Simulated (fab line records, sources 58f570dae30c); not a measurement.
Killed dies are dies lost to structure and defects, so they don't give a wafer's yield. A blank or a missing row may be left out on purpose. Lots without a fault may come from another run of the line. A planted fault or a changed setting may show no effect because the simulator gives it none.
Split-lot experiment | flow berkeley_cmos170 | 5 lots, 27 wafers read, on a route of 331 steps

THE SPLIT
At UCB170_SPACER_ETCHBACK_03 (etches SiO2 in CHF3/CF4/Ar, stops on Si, target depth 376 nm, time 100 s), the setting target_depth_a was moved away from the recipe's 3760 angstrom on 6 of the 27 wafers read, by -48.5% to +21.5%. The other wafers ran this setting at the recipe's value.

The reading is taken at the split's own step.

THE READING
oes_product_au, in a.u., at UCB170_SPACER_ETCHBACK_03 (etches SiO2 in CHF3/CF4/Ar, stops on Si, target depth 376 nm, time 100 s). Fault-free wafers of this fab line usually give 0.894 a.u., standard deviation 0.016 a.u..

wafer  | tool, chamber at the split | target_depth_a as run, angstrom | against the recipe | oes_product_au, a.u. | against lot-mates on the recipe
L075.2 | rie_diel-03, 2             | 3760                            | recipe             | 0.873                | -
L075.4 | rie_diel-03, 1             | 3760                            | recipe             | 0.899                | -
L075.6 | rie_diel-03, 1             | 3760                            | recipe             | 0.883                | -
L077.1 | rie_diel-03, 3             | 3760                            | recipe             | 0.900                | -
L077.2 | rie_diel-03, 2             | 3760                            | recipe             | 0.868                | -
L077.3 | rie_diel-03, 0             | 3760                            | recipe             | 0.871                | -
L077.4 | rie_diel-03, 1             | 3760                            | recipe             | 0.890                | -
L077.5 | rie_diel-03, 2             | 3760                            | recipe             | 0.886                | -
L077.6 | rie_diel-03, 1             | 3760                            | recipe             | 0.881                | -
L079.1 | rie_diel-04, 0             | 3760                            | recipe             | 0.869                | -
L079.2 | rie_diel-04, 1             | 3760                            | recipe             | 0.896                | -
L079.3 | rie_diel-04, 3             | 4570                            | +21.5%             | 0.770                | -0.117
L079.4 | rie_diel-04, 1             | 4570                            | +21.5%             | 0.797                | -0.090
L079.5 | rie_diel-04, 0             | 3760                            | recipe             | 0.897                | -
L079.6 | rie_diel-04, 3             | 4570                            | +21.5%             | 0.783                | -0.104
L084.1 | rie_diel-03, 1             | 1937                            | -48.5%             | 0.993                | +0.089
L084.2 | rie_diel-03, 3             | 3760                            | recipe             | 0.934                | -
L084.3 | rie_diel-03, 0             | 3760                            | recipe             | 0.891                | -
L084.4 | rie_diel-03, 1             | 1937                            | -48.5%             | 1.002                | +0.098
L084.5 | rie_diel-03, 0             | 3760                            | recipe             | 0.886                | -
L084.6 | rie_diel-03, 3             | 1937                            | -48.5%             | 1.041                | +0.137
L085.1 | rie_diel-02, 3             | 3760                            | recipe             | 0.924                | -
L085.2 | rie_diel-02, 1             | 3760                            | recipe             | 0.895                | -
L085.3 | rie_diel-02, 0             | 3760                            | recipe             | 0.896                | -
L085.4 | rie_diel-02, 2             | 3760                            | recipe             | 0.888                | -
L085.5 | rie_diel-02, 1             | 3760                            | recipe             | 0.902                | -
L085.6 | rie_diel-02, 2             | 3760                            | recipe             | 0.886                | -

THE FIT
A straight line over all 27 wafers: oes_product_au changes by -0.00298 a.u. for each +1% of target_depth_a; r = -0.92; the points scatter about the line by 0.023 a.u..
The same after taking each lot's own level away (the mean of its wafers on the recipe; 27 wafers): -0.00274 a.u. for each +1%; r = -0.92; scatter 0.022 a.u..
On that fit, the largest move of target_depth_a shifts the reading by 0.13 a.u..
The lots' own levels span 0.8827 to 0.9037 a.u., that is 1.3 times the standard deviation above.
So the lot-to-lot level changes the slope little: the two slopes agree.
Check: with one of the wafers moved furthest among these (-48.5%) left out of the fit, the line predicts +0.139 a.u. for it against its lot-mates. It came out at +0.0893 a.u. against them.
Tool readings at the split's step, against how far the setting was moved: oes_product_au r = -0.92.

OTHER SPLITS ON THESE WAFERS
These wafers also went through other splits before the reading. Each is held against what the fit with the lots' levels taken away leaves over:
other split on the same wafers      | wafers away from the commonest value | r with oes_product_au (lot level and that fit taken away)
UCB170_PWELL_ETCH_14 target_depth_a | 9                                    | +0.15
UCB170_ACTIVE_ETCH_15 time_s        | 12                                   | +0.02
UCB170_GATE_ETCH_15 time_s          | 9                                    | +0.07

THE FILE'S OWN FIT
oes_product_au changes by -0.00266 a.u. for each +1% of target_depth_a, r = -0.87.
